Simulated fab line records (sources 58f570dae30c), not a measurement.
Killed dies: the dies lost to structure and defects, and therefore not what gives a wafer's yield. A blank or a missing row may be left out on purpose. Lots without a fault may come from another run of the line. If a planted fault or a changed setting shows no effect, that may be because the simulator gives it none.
Which of the tools did it?    flow berkeley_cmos170    Sampling: 14 lots, 42 wafers, 5 of 331 route steps

WHAT THE GAUGES SHOWED, per wafer
UCB170_GATE_THK_MEAS_02.
lot   measured      on             GATE_OXIDE_THK (nm)
L506  day 8 06:22   film_metro-01  6.37 6.63 6.36
L507  day 8 17:11   film_metro-02  6.55 6.74 6.65
L508  day 8 17:12   film_metro-03  6.57 6.59 6.72
L509  day 8 17:15   film_metro-03  6.52 6.50 6.49
L510  day 9 04:35   film_metro-03  10.48 10.36 10.38
L511  day 9 04:34   film_metro-01  10.42 10.31 10.43
L512  day 9 09:39   film_metro-03  6.70 6.65 6.67
L513  day 9 09:35   film_metro-03  6.85 6.85 6.78
L516  day 10 02:59  film_metro-01  6.46 6.41 6.52
L520  day 11 04:28  film_metro-02  6.49 6.70 6.73
L521  day 11 04:28  film_metro-03  6.50 6.43 6.46
L522  day 11 04:27  film_metro-01  6.62 6.60 6.51
L523  day 11 14:59  film_metro-02  6.68 6.88 6.67
L524  day 11 14:59  film_metro-03  6.51 6.47 6.58

UCB170_SILICIDE_RS_MEAS_02: the measuring method here is four-point-probe.
lot   measured      on             SILICIDE_TI_RS (ohm/sq)
L506  day 9 09:29   film_metro-04  25.9 26.1 26.0
L507  day 9 21:00   film_metro-01  26.1 26.4 26.3
L508  day 9 21:28   film_metro-01  26.0 26.6 25.8
L509  day 9 21:31   film_metro-04  25.6 25.7 25.9
L510  day 10 05:24  film_metro-01  26.4 26.7 26.2
L511  day 10 05:38  film_metro-04  26.3 25.8 26.3
L512  day 10 15:50  film_metro-03  25.9 25.9 25.9
L513  day 10 15:40  film_metro-01  26.4 26.5 26.2
L516  day 11 04:05  film_metro-03  25.8 26.1 26.5
L520  day 12 07:53  film_metro-04  25.9 26.1 26.0
L521  day 12 07:16  film_metro-04  26.0 25.9 25.8
L522  day 12 07:40  film_metro-01  26.1 26.7 26.1
L523  day 12 17:07  film_metro-01  26.3 26.1 26.0
L524  day 12 17:40  film_metro-03  26.0 26.2 26.6

UCB170_M2_RS_MEAS_02: the measuring method here is four-point-probe.
lot   measured      on             M2_AL_RS (ohm/sq)
L506  day 9 22:11   film_metro-01  0.0320 0.0320 0.0318
L507  day 10 13:04  film_metro-03  0.0319 0.0322 0.0316
L508  day 10 09:32  film_metro-04  0.0328 0.0327 0.0329
L509  day 10 12:58  film_metro-04  0.0323 0.0319 0.0320
L510  day 10 18:04  film_metro-03  0.0314 0.0312 0.0313
L511  day 10 22:13  film_metro-03  0.0328 0.0330 0.0322
L512  day 11 04:01  film_metro-01  0.0315 0.0317 0.0316
L513  day 11 02:46  film_metro-03  0.0317 0.0319 0.0321
L516  day 11 18:29  film_metro-03  0.0321 0.0315 0.0320
L520  day 12 23:17  film_metro-04  0.0322 0.0322 0.0326
L521  day 12 20:25  film_metro-04  0.0320 0.0320 0.0320
L522  day 12 23:35  film_metro-03  0.0317 0.0317 0.0323
L523  day 13 06:20  film_metro-04  0.0320 0.0314 0.0313
L524  day 13 04:53  film_metro-01  0.0316 0.0319 0.0314

WHICH TOOL RAN EACH LOT (tool, then ch and the chambers of the sampled wafers, then the start)
lot   UCB170_GATE_OXIDATION_01       UCB170_SILICIDE_SPUTTER_01
L506  furnace-01 ch 0, day 8 04:52   pvd_sputter-03, day 9 09:28
L507  furnace-01 ch 0, day 8 15:41   pvd_sputter-02, day 9 20:58
L508  furnace-01 ch 0, day 8 15:41   pvd_sputter-04, day 9 21:25
L509  furnace-01 ch 0, day 8 15:41   pvd_sputter-03, day 9 21:29
L510  furnace-01 ch 0, day 9 03:04   pvd_sputter-02, day 10 05:19
L511  furnace-01 ch 0, day 9 03:04   pvd_sputter-04, day 10 05:35
L512  furnace-02 ch 0, day 9 08:05   pvd_sputter-03, day 10 15:47
L513  furnace-02 ch 0, day 9 08:05   pvd_sputter-02, day 10 15:37
L516  furnace-04 ch 0, day 10 01:29  pvd_sputter-04, day 11 04:03
L520  furnace-02 ch 0, day 11 02:57  pvd_sputter-03, day 12 07:50
L521  furnace-02 ch 0, day 11 02:57  pvd_sputter-03, day 12 07:11
L522  furnace-02 ch 0, day 11 02:57  pvd_sputter-04, day 12 07:38
L523  furnace-02 ch 0, day 11 13:29  pvd_sputter-03, day 12 17:05
L524  furnace-02 ch 0, day 11 13:29  pvd_sputter-02, day 12 17:38
- UCB170_GATE_OXIDATION_01: target thk 6.6 nm, ox time 1800 s.
- UCB170_SILICIDE_SPUTTER_01: material Ti, target thk 30 nm, time 25 s.

AS READ BY THE TOOLS THEMSELVES (means over the sampled wafers that have a number; for cases with no such wafer, the mark the record gives instead)
UCB170_SILICIDE_SPUTTER_01.
lot   tool            throttle_valve_pct (%)
L506  pvd_sputter-03  29.9
L507  pvd_sputter-02  29.8
L508  pvd_sputter-04  29.7
L509  pvd_sputter-03  29.7
L510  pvd_sputter-02  29.4
L511  pvd_sputter-04  30.2
L512  pvd_sputter-03  29.4
L513  pvd_sputter-02  31.6
L516  pvd_sputter-04  29.7
L520  pvd_sputter-03  29.6
L521  pvd_sputter-03  29.6
L522  pvd_sputter-04  29.0
L523  pvd_sputter-03  30.0
L524  pvd_sputter-02  30.8

THE ANSWER, worked out from the rows above alone
Rule: the usual values come from the lots themselves. Put in order of their means at a reading, lots are off if they are a third of the lots or fewer, leave a main group of 4 or more, and stand apart from it by a gap of 3 or more times the standard deviation of the main group's means; of several such gaps the widest counts. Not used: any main group whose means are identical at the precision the tables above print for the reading. Also off: a lot with no number at a reading for which 4 or more lots have one. All remaining lots with rows at the step are treated as sound. The gauges are gone through in route order, then the tools' own readings, and for those a lot's mean is taken as printed above. At the first step where some lot is off, the reading lying furthest off is the one used; lots without a number count as furthest.
Off: at UCB170_GATE_THK_MEAS_02 (GATE_OXIDE_THK), L510, L511. Main group: mean 6.59 nm, sd 0.11.
If a tool, at a process step before that reading, ran all the lots that are off and no sound lot after the first of them, it fits. Gauges at UCB170_GATE_THK_MEAS_02: tried the same way as those tools. One fits: UCB170_GATE_OXIDATION_01 on furnace-01. A fault onset in the window from L507 (day 8 15:41, its last sound lot) to L510 (day 9 03:04, its first lot off) fits.

WHAT THE SIMULATOR HAD INSERTED
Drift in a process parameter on furnace-01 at UCB170_GATE_OXIDATION_01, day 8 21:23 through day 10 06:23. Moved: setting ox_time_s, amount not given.
Lots struck among those shown: L511, L510. The rule above found the same.
